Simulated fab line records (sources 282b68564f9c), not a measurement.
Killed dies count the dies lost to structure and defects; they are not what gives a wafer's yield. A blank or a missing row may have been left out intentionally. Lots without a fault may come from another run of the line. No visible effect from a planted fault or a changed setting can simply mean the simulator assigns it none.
Struck lot and sound lot, side by side -- flow ritCmos -- 15 out of 202 route steps
Sound: the wafers L974.2, L974.3, L974.5. Struck: wafers L979.4, L979.6 (left out: L979.2, a lot-mate that was not struck); the cause follows at the end.
At each step with rows: each side's tool, then ch and its chambers, then its first start. Under that, the readings that differ: sound wafers -- struck wafers -- difference of the means -- sigmas: that difference in standard deviations of wafers without a fault.
alike: readings with means less than 2 such deviations apart, plus words and numbers identical on both sides. not compared: withheld readings, readings lacking a value on some wafer, bounds such as >300 that could conceal the same value, and numbers that have no deviation in the record and whose values overlap.
Wherever a step has rows on one side only, a row that says differs or no value, or a row with sigmas, the two part there. Numbers that don't overlap but have no deviation are shown without sigmas and don't part them. A reading that every wafer of one side lacks parts them only if that side has two wafers or more.

RIT_M1_SPUTTER_00: material Al, target thk 400 nm, time 500 s.
  struck on pvdSputter-04, day 6 19:35; sound on pvdSputter-02, day 5 18:29
  alike: throttleValvePct
RIT_M1_RS_MEAS_01: measurement is done with a four-point probe.
  struck on filmMetro-02, day 6 19:54; sound on filmMetro-01, day 5 18:50
  alike: M1_AL_RS
RIT_M1_THK_MEAS_02: measures by xrf.
  struck on filmMetro-02, day 6 20:01; sound on filmMetro-01, day 5 18:56
  alike: M1_AL_THK
then, 6 steps without rows for these wafers: RIT_M1_HMDS_03 (prime time 60 s); RIT_M1_COAT_04 (resist thk 1300 nm); RIT_M1_SOFTBAKE_05 (time 60 s); RIT_M1_EXPOSE_06 (exposes mask M12, target cd 2600 nm); RIT_M1_PEB_07; RIT_M1_DEVELOP_08 (develop time 68 s).
RIT_M1_CD_MEAS_09: the cd target is 2600 nm.
  struck on cdSem-01, day 6 20:58; sound on cdSem-02, day 5 19:53
  alike: cdNm
RIT_M1_OVL_MEAS_10:
  struck on overlay-02, day 6 21:04; sound on overlay-01, day 5 20:00
  alike: M1_OVL
then, 1 step without rows for these wafers: RIT_M1_HARDBAKE_11 (time 120 s).
RIT_M1_METAL_ETCH_12: etches Al in Cl2/BCl3, stops on SiO2, time 165 s, target depth 600 nm.
  sound on rieMetal-03 ch 0,1, day 5 20:17; struck on rieMetal-03 ch 1, day 6 21:20
reading,sound,struck,difference,sigmas
chamberPressureMTorr (mTorr),99.92 100.13 100.09,119.98 120.12,+20.00,+99 or more
model.NOVOLAK_of_M1_COAT_04.thkNm (nm),794.4 801 804.4,789.8 794,-8.0,
  alike: drypumpMotorCurrentA, oesProductAu, throttleValvePct
  not compared: rfHoursCounterH
then, 1 step without rows for these wafers: RIT_M1_STRIP_13 (strips in nmp, time 600 s).
RIT_M1_PROBE_99:
  struck on prober-02, day 6 23:45; sound on prober-01, day 5 22:35
  alike: defectLimitedYield, killed_at_M0_to_M3, killedAtFrontEnd, killedDies, killedOpen, killedShort, sort_bin_3_pad_short, sort_bin_5_function, sort_bin_6_memory, sortNPass, sortYieldPct

WHERE THEY PART
Within this record, at RIT_M1_METAL_ETCH_12 only. Later steps at which nothing parts them and some readings are alike: RIT_M1_PROBE_99.

WHY: whatever the simulator had introduced
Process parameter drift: rieMetal-03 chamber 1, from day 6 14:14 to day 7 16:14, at RIT_M1_METAL_ETCH_12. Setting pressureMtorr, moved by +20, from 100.
